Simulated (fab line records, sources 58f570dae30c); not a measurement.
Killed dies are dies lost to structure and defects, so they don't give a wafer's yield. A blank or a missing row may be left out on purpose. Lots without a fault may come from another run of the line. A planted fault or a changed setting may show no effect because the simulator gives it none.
A struck lot beside a sound one | flow berkeley_cmos170 | 31 steps out of a route of 331
Sound: wafers L187.1, L187.5, L187.6. Struck: wafers L194.2, L194.5, L194.6. The cause comes at the end.
At each step with rows: each side's tool, then ch and its chambers, then its first start. Under that, the readings that differ: sound wafers | struck wafers | difference of the means | sigmas: that difference in standard deviations of wafers without a fault.
alike: readings whose means differ by less than 2 such deviations, and words and numbers that are the same on both sides. not compared: withheld readings, readings that some wafer has no value for, bounds like >300 that may hide the same value, and numbers for which the record gives no deviation and whose values overlap.
The two part at a step that has a row with sigmas, a row that says differs or no value, or rows on one side only. Numbers that don't overlap but have no deviation are shown without sigmas and don't part them. A reading that every wafer of one side lacks parts them only if that side has two wafers or more.

first, 6 steps without rows for these wafers: UCB170_V1_HMDS_06 (prime time 60 s); UCB170_V1_COAT_07 (resist thk 900 nm); UCB170_V1_SOFTBAKE_08 (time 60 s); UCB170_V1_EXPOSE_09 (exposes mask VIA1, target cd 700 nm); UCB170_V1_PEB_10; UCB170_V1_DEVELOP_11 (develop time 45 s).
UCB170_V1_CD_MEAS_12: target cd 700 nm.
  sound on cd_sem-02, day 7 16:07; struck on cd_sem-01, day 8 23:46
  alike: cd_nm
UCB170_V1_OVL_MEAS_13:
  sound on overlay-02, day 7 16:14; struck on overlay-01, day 8 23:53
  alike: V1_OVL
UCB170_V1_ETCH_14: etches SiO2 in CHF3/CF4/Ar, stops on Al, target depth 1250 nm, time 291 s.
  sound on rie_diel-02 ch 0,3, day 7 16:16; struck on rie_diel-02 ch 0,1,3, day 8 23:55
  alike: drypump_motor_current_A, oes_product_au, throttle_valve_pct
  not compared: rf_hours_counter_h
UCB170_V1_STRIP_15: strips in O2.
  sound on plasma_asher-02 ch 0,1, day 7 16:27; struck on plasma_asher-03 ch 0,1, day 9 00:05
  alike: drypump_motor_current_A, oes_product_au, strip_time_to_endpoint_s
  not compared: rf_hours_counter_h
UCB170_V1_CD_MEAS_90: target cd 700 nm.
  sound on cd_sem-02, day 7 16:33; struck on cd_sem-02, day 9 00:13
  alike: cd_nm
then, 1 step without rows for these wafers: UCB170_M2_PRE_CLEAN_00 (preclean etch time 60 s).
UCB170_M2_SPUTTER_01: material Al, target thk 900 nm, time 120 s.
  sound on pvd_sputter-03, day 7 16:44; struck on pvd_sputter-02, day 9 04:23
  alike: throttle_valve_pct
UCB170_M2_RS_MEAS_02: measures by four-point-probe.
  sound on film_metro-04, day 7 16:49; struck on film_metro-03, day 9 04:30
  reading           | sound                | struck               | difference | sigmas
  M2_AL_RS (ohm/sq) | 0.0328 0.0329 0.0324 | 0.0160 0.0161 0.0160 | -0.0167    | -48
UCB170_M2_THK_MEAS_03: measures by xrf.
  sound on film_metro-04, day 7 16:56; struck on film_metro-03, day 9 04:37
  reading        | sound       | struck         | difference | sigmas
  M2_AL_THK (nm) | 898 900 903 | 1820 1823 1820 | +921       | +92
then, 3 steps without rows for these wafers: UCB170_M2_HMDS_04 (prime time 60 s); UCB170_M2_COAT_05 (resist thk 900 nm); UCB170_M2_SOFTBAKE_06 (time 60 s).
UCB170_M2_STRIP_07: strips in O2.
  sound on plasma_asher-04 ch 0,1, day 7 17:54; struck on plasma_asher-01 ch 0,1, day 9 05:26
  alike: drypump_motor_current_A, oes_product_au, strip_time_to_endpoint_s
  not compared: rf_hours_counter_h
then, 7 steps without rows for these wafers: UCB170_M2_STRIP_08 (strips KrF in DMSO, time 600 s); UCB170_M2_COAT_09; UCB170_M2_COAT_10 (resist thk 911.2 nm); UCB170_M2_SOFTBAKE_11 (time 60 s); UCB170_M2_EXPOSE_12 (exposes mask METAL2, target cd 700 nm); UCB170_M2_PEB_13; UCB170_M2_DEVELOP_14 (develop time 45 s).
UCB170_M2_CD_MEAS_15: target cd 700 nm.
  sound on cd_sem-01, day 7 19:43; struck on cd_sem-01, day 9 06:55
  reading    | sound             | struck            | difference | sigmas
  cd_nm (nm) | 701.6 702.4 701.3 | 698.1 697.1 697.5 | -4.2       | -3
UCB170_M2_OVL_MEAS_16:
  sound on overlay-01, day 7 19:50; struck on overlay-01, day 9 07:02
  alike: M2_OVL
UCB170_M2_ETCH_17: etches BARC in N2/H2.
  sound on rie_diel-01 ch 0,2,3, day 7 19:52; struck on rie_diel-04 ch 1,2, day 9 07:04
  alike: drypump_motor_current_A, n2_flow_sccm, oes_product_au, throttle_valve_pct
UCB170_M2_METAL_ETCH_18: etches Al in Cl2/BCl3, stops on SiO2, target depth 1170 nm, time 195 s.
  sound on rie_metal-01 ch 0,1, day 7 19:55; struck on rie_metal-01 ch 0,1, day 9 07:06
  reading                        | sound             | struck            | difference | sigmas
  oes_product_au (a.u.)          | 0.838 0.830 0.853 | 0.968 0.974 0.961 | +0.127     | +16
  model.etch.depth_nm (nm)       | 884.5 881.9 895.8 | 1136 1136 1097    | +236       |
  model.M2.feature_depth_nm (nm) | 940.2 937.5 950   | 1136 1136 1097    | +180       |
  alike: drypump_motor_current_A, throttle_valve_pct
  not compared: rf_hours_counter_h
UCB170_M2_STRIP_19: strips in O2.
  sound on plasma_asher-02 ch 0,1, day 7 20:06; struck on plasma_asher-01 ch 0,1, day 9 07:17
  alike: drypump_motor_current_A, oes_product_au
  not compared: rf_hours_counter_h

WHERE THEY PART
First at UCB170_M2_RS_MEAS_02; last, within this record, at UCB170_M2_METAL_ETCH_18. Later steps at which nothing parts them and some readings are alike: UCB170_M2_STRIP_19.

WHY: what the simulator had put in
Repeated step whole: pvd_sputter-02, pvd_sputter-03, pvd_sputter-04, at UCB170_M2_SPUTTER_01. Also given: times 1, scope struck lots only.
